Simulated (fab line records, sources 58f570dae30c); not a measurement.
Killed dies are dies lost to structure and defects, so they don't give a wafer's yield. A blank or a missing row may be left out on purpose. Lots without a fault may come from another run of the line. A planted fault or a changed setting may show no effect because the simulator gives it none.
Problem report in the 8D (eight disciplines) form, filled by code | flow berkeley_cmos170 | the parts of the form that need people (team, actions taken, sign-off) are left out

1. THE PROBLEM
PSD_OVL at UCB170_PSD_OVL_MEAS_07 reads a mean of 178 nm on 9 wafers of 3 lots; wafers without a fault read -4 nm with a standard deviation of 5.7. That is +32 standard deviations from the usual mean.
First seen on wafer L887.2, day 8 03:54, on overlay-01. The record holds 45 wafers of 15 lots with a number at this step. Rule for "out", or "out of limits": more than 4 standard deviations from the usual mean. The other wafers with a number count as sound.

2. WHAT IT IS AND WHAT IT IS NOT
question                    | is                     | is not
which readings at this step | PSD_OVL                | -
which lots                  | L887, L888, L892       | L880, L881, L882, L883, L885, L893, L894, L895, L896, L899, L901, L903
which wafers of those lots  | all that have a number | -
read on which gauges        | overlay-01             | overlay-02
when                        | from day 8 03:54       | up to then (15 sound wafers); but 21 sound wafers of L893, L894, L895, L896, L899, L901, L903 came after

3. SUSPECTS, AND WHAT RULES EACH OUT
Counting: a tool at a process step up to the reading stays a suspect if it ran every lot that is out and no sound lot after the first of them.
- the gauge at UCB170_PSD_OVL_MEAS_07: kept. All the wafers that are out were read on overlay-01, and no step on other tools shows them out.
- rie_si-02 at UCB170_GATE_ETCH_15 (etches poly-Si in HBr/Cl2, stops on SiO2, time 56.3 s, target depth 278.2 nm): ruled out as a lasting fault. Sound lots L893, L895, L899, L901 ran on it after its first lot that is out, L887 (day 7 17:40).
- krf_scanner-02 at UCB170_PSD_EXPOSE_03 (exposes mask PSELECT MOD, target cd 1200 nm): kept. It ran every lot that is out, first L887 (day 8 03:15), and no sound lot after that; its last sound lot up to then is L885 (day 7 11:11).
Left after counting: krf_scanner-02 at UCB170_PSD_EXPOSE_03, overlay-01 at UCB170_PSD_OVL_MEAS_07.

4. THE CAUSE (what the simulator had put in)
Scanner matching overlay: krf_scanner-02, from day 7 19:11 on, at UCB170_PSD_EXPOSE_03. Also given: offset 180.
Counting left 2 suspects, and this tool is among them.

5. THE CHAIN OF EFFECTS, in route order
Each row: a reading whose mean over the struck wafers that have a number lies more than 3 standard deviations from the usual. Only readings for which the record gives a usual standard deviation are gone through. hours: the time from each lot's start at the first step in this table that gives one to its start at this step, as a median over the lots. sigmas: the change in usual standard deviations.
hours | step                   | reading | usual | on struck wafers | change | sigmas
0     | UCB170_PSD_OVL_MEAS_07 | PSD_OVL | -4 nm | 178              | +182   | +32
Later measuring or inspecting steps at which every struck wafer that the step has a row for has a number for every such reading, and none has moved that far: UCB170_NSD_TW_MEAS_10.

6. WHAT WOULD HAVE CAUGHT IT SOONER
In this record the first reading out of limits at a measuring or inspecting step was taken at day 8 03:54, 9 hours after the fault began at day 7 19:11.
Of the tool readings at UCB170_PSD_EXPOSE_03 for which the record gives a usual standard deviation, none was out on any struck wafer, so an alarm limit of 4 standard deviations on them would not have fired.
Of the lots that are out (3), L888, L892 began UCB170_PSD_EXPOSE_03 on krf_scanner-02 after day 8 03:54. A hold on the tool at that time would have spared those 2.
